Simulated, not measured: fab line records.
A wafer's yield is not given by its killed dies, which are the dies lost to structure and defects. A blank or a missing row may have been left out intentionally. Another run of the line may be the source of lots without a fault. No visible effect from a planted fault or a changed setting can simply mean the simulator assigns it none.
Struck lot and sound lot, side by side    flow berkeleyCmos170    16 out of 331 route steps
Sound: these wafers, L797.1, L797.3, L797.6. Struck: wafers L782.1, L782.4, L782.5. At the end, the cause is stated.
Each step with rows lists, per side, the tool, then ch with its chambers, then its first start. Under that, the readings that differ: sound wafers    struck wafers    difference of the means    sigmas: that difference in standard deviations of wafers without a fault.
alike: a reading whose means differ by less than 2 such deviations, as well as words and numbers matching on both sides. not compared: withheld readings; readings where some wafer has no value; bounds like >300 that might hide an equal value; numbers whose values overlap and for which the record gives no deviation.
Wherever a step has rows on one side only, a row that says differs or no value, or a row with sigmas, the two part there. When numbers do not overlap yet have no deviation, they are printed without sigmas and do not part them. A reading that every wafer of one side lacks parts them only if that side has two wafers or more.

first, 3 steps without rows for these wafers: UCB170_PWELL_EXPOSE_10 (exposes mask PWELL, target cd 3000 nm); UCB170_PWELL_PEB_11; UCB170_PWELL_DEVELOP_12 (develop time 45 s).
UCB170_PWELL_OVL_MEAS_13:
  sound on overlay-02, day 7 06:05; struck on overlay-02, day 4 05:38
  alike: PWELL_OVL
UCB170_PWELL_ETCH_14: etches Si3N4 in CH3F/Ar/O2, stops on SiO2, target depth 242 nm, time 151 s.
  sound on rieDiel-03 ch 0,3, day 7 06:07; struck on rieDiel-04 ch 0,1,2, day 4 05:40
  alike: drypumpMotorCurrentA, oesProductAu, throttleValvePct
  not compared: rfHoursCounterH
next, for these wafers, 1 step has no rows: UCB170_PWELL_IMPLANT_15.
UCB170_PWELL_STRIP_16: strips in O2.
  sound on plasmaAsher-04 ch 0,1, day 7 06:22; struck on plasmaAsher-02 ch 0,1, day 4 05:55
  alike: drypumpMotorCurrentA, oesProductAu, stripTimeToEndpointS
  not compared: rfHoursCounterH
UCB170_PWELL_TW_MEAS_17:
  sound on filmMetro-02, day 7 06:28; struck on filmMetro-04, day 4 06:01
reading   sound        struck       difference  sigmas
PWELL_TW  383 382 381  391 390 389  +8          +2
then, 4 steps without rows for these wafers: UCB170_PWELL_CLEAN_18 (cleans in SPM, time 600 s); UCB170_PWELL_WET_ETCH_19 (etches Si3N4 in H3PO4, time 14400 s); UCB170_PWELL_WET_ETCH_20 (etches SiO2 in BOE, time 22 s); UCB170_WELLDRIVE_CLEAN_00 (cleans in SPM, time 600 s).
UCB170_WELLDRIVE_OXIDATION_01: target thk 199 nm, ox time 9000 s.
  sound on furnace-04 ch 0, day 7 15:03; struck on furnace-02 ch 0, day 4 16:43
reading                                          sound                 struck                difference  sigmas
spikeTcCentreC (C)                               1104.5 1102.9 1104.3  1133.9 1133.4 1134.2  +29.9       +27
spikeTcLoadC (C)                                 1128.1 1129.2 1130.7  1163.6 1160.6 1161.3  +32.5       +23
spikeTcSourceC (C)                               1124.5 1122.3 1121.8  1158.6 1157.0 1158.2  +35.1       +25
tubeCenterTempC (C)                              1100 1099.9 1100      1131.9 1131.9 1132    +32.0       +99 or more
tube_center_temp_C_max                           1103.2 1102.1 1102.6  1134.4 1134.5 1134.4  +31.8       +68
model.SiO2_of_WELLDRIVE_OXIDATION_01.thkNm (nm)  199.3 197.8 196.6     240.2 231 233.8       +37.1       
UCB170_WELLDRIVE_THK_MEAS_02:
  sound on filmMetro-02, day 7 18:33; struck on filmMetro-02, day 4 20:13
reading                   sound        struck       difference  sigmas
WELLDRIVE_OXIDE_THK (nm)  199 198 197  240 231 234  +37         +10
then, 1 step without rows for these wafers: UCB170_WELLDRIVE_ANNEAL_03 (time 900 s).
UCB170_M3_PROBE_99:
  the record holds rows for the sound wafers here (prober-01, day 12 11:26) but none for the struck ones

== WHERE THEY PART ==
First at UCB170_PWELL_TW_MEAS_17; last, within this record, at UCB170_M3_PROBE_99.

WHY: what had been put in by the simulator
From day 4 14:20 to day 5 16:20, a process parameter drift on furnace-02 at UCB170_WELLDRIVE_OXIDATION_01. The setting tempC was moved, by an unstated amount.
